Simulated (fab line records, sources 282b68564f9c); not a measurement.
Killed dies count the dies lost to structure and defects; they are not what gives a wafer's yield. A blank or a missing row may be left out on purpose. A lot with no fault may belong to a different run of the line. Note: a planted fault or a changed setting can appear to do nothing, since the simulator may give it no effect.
Check for tools in common	flow rit-cmos	54 wafers sampled across 15 lots

THE REASON FOR OPENING IT
3 of 15 lots carry a flag on the reading NRETRO_OVL at RIT_NRETRO_OVL_MEAS_06. No-fault wafers: -1.2 nm, standard deviation 1.5.
Rule: a lot gets a flag if all its wafers with a number sit over 4 standard deviations from that mean, or if no wafer of it has a number. The rest of the lots are taken to be sound.

lot	measured	on	NRETRO_OVL (nm), wafer by wafer	flag
L246	day 2 06:44	overlay-01	1.1 0.0 1.1	
L248	day 2 16:01	overlay-01	0.9 0.8 0.6	
L249	day 2 20:32	overlay-01	1.4 0.9 0.4	
L251	day 3 07:16	overlay-01	-1.6 -1.3 -1.9	
L253	day 3 16:05	overlay-02	-2.8 -1.0 0.2	
L254	day 3 20:55	overlay-02	-2.1 -1.9 -3.5	
L255	day 4 03:45	overlay-01	-1.9 -1.3 -1.1	
L256	day 4 07:11	overlay-02	0.5 0.0 -0.5	
L260	day 5 02:58	overlay-01	-181.1 -179.8 -180.8 -180.7 -179.1 -180.2	FLAGGED
L262	day 5 13:45	overlay-02	-3.5 -2.4 -2.1	
L263	day 5 18:00	overlay-02	-181.6 -182.2 -182.1 -181.0 -181.8 -182.9	FLAGGED
L264	day 5 22:53	overlay-01	-178.6 -178.9 -178.7 -178.0 -178.5 -179.1	FLAGGED
L265	day 6 04:01	overlay-02	-5.1 -2.7 -2.4	
L266	day 6 09:35	overlay-02	-1.7 -1.7 0.4	
L269	day 7 00:08	overlay-02	-1.4 0.7 -2.2	
On average the flagged lots read -180.3 nm, which is -179.1 nm against the usual, or -99 or more standard deviations.

EACH LOT AND THE TOOL IT RAN ON
The record holds 1 process step before the reading, out of a route of 202 steps. Each cell gives the tool, then ch followed by the chambers the sampled wafers passed through, then the start.
lot	flag	RIT_NRETRO_EXPOSE_03
L246		iline-stepper-01 ch 0, day 2 06:19
L248		iline-stepper-02 ch 0, day 2 15:31
L249		iline-stepper-02 ch 0, day 2 20:07
L251		iline-stepper-02 ch 0, day 3 06:50
L253		iline-stepper-02 ch 0, day 3 15:39
L254		iline-stepper-02 ch 0, day 3 20:29
L255		iline-stepper-02 ch 0, day 4 03:19
L256		iline-stepper-01 ch 0, day 4 06:46
L260	FLAGGED	iline-stepper-01 ch 0, day 5 02:33
L262		iline-stepper-02 ch 0, day 5 13:20
L263	FLAGGED	iline-stepper-01 ch 0, day 5 17:34
L264	FLAGGED	iline-stepper-01 ch 0, day 5 22:28
L265		iline-stepper-02 ch 0, day 6 03:35
L266		iline-stepper-02 ch 0, day 6 09:11
L269		iline-stepper-02 ch 0, day 6 23:32
These steps, and what they do:
- RIT_NRETRO_EXPOSE_03: exposes mask M4, target cd 43900 nm.
- RIT_NRETRO_OVL_MEAS_06

FLAGGED AGAINST TOTAL, ONE TOOL AT A TIME (gauges that did the reading follow at the end)
step	tool	lots run	flagged	share of the flagged lots	sound lots run after its first flagged lot
RIT_NRETRO_EXPOSE_03	iline-stepper-01	5	3	all	0
RIT_NRETRO_EXPOSE_03	iline-stepper-02	10	0	none	-
RIT_NRETRO_OVL_MEAS_06	overlay-01	7	2	some	0
RIT_NRETRO_OVL_MEAS_06	overlay-02	8	1	some	3 (L265,L266,L269)

THE TABLE: WHAT IT ALLOWS
All flagged lots share 1 row of the table, namely iline-stepper-01 at RIT_NRETRO_EXPOSE_03.
- iline-stepper-01 at RIT_NRETRO_EXPOSE_03: 3 of its 5 lots flagged. Last sound lot L256 at day 4 06:46, first flagged lot L260 at day 5 02:33; a fault beginning in between fits.
One tool is left: iline-stepper-01 at RIT_NRETRO_EXPOSE_03.

WHAT THE SIMULATOR PUT IN
Scanner matching overlay: iline-stepper-01, from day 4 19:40 on, at RIT_NRETRO_EXPOSE_03. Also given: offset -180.
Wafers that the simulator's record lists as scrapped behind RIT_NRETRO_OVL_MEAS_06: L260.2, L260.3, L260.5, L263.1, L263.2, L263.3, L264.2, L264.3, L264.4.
Struck lots among those shown: L260, L263, L264. This agrees with what the rule above found.
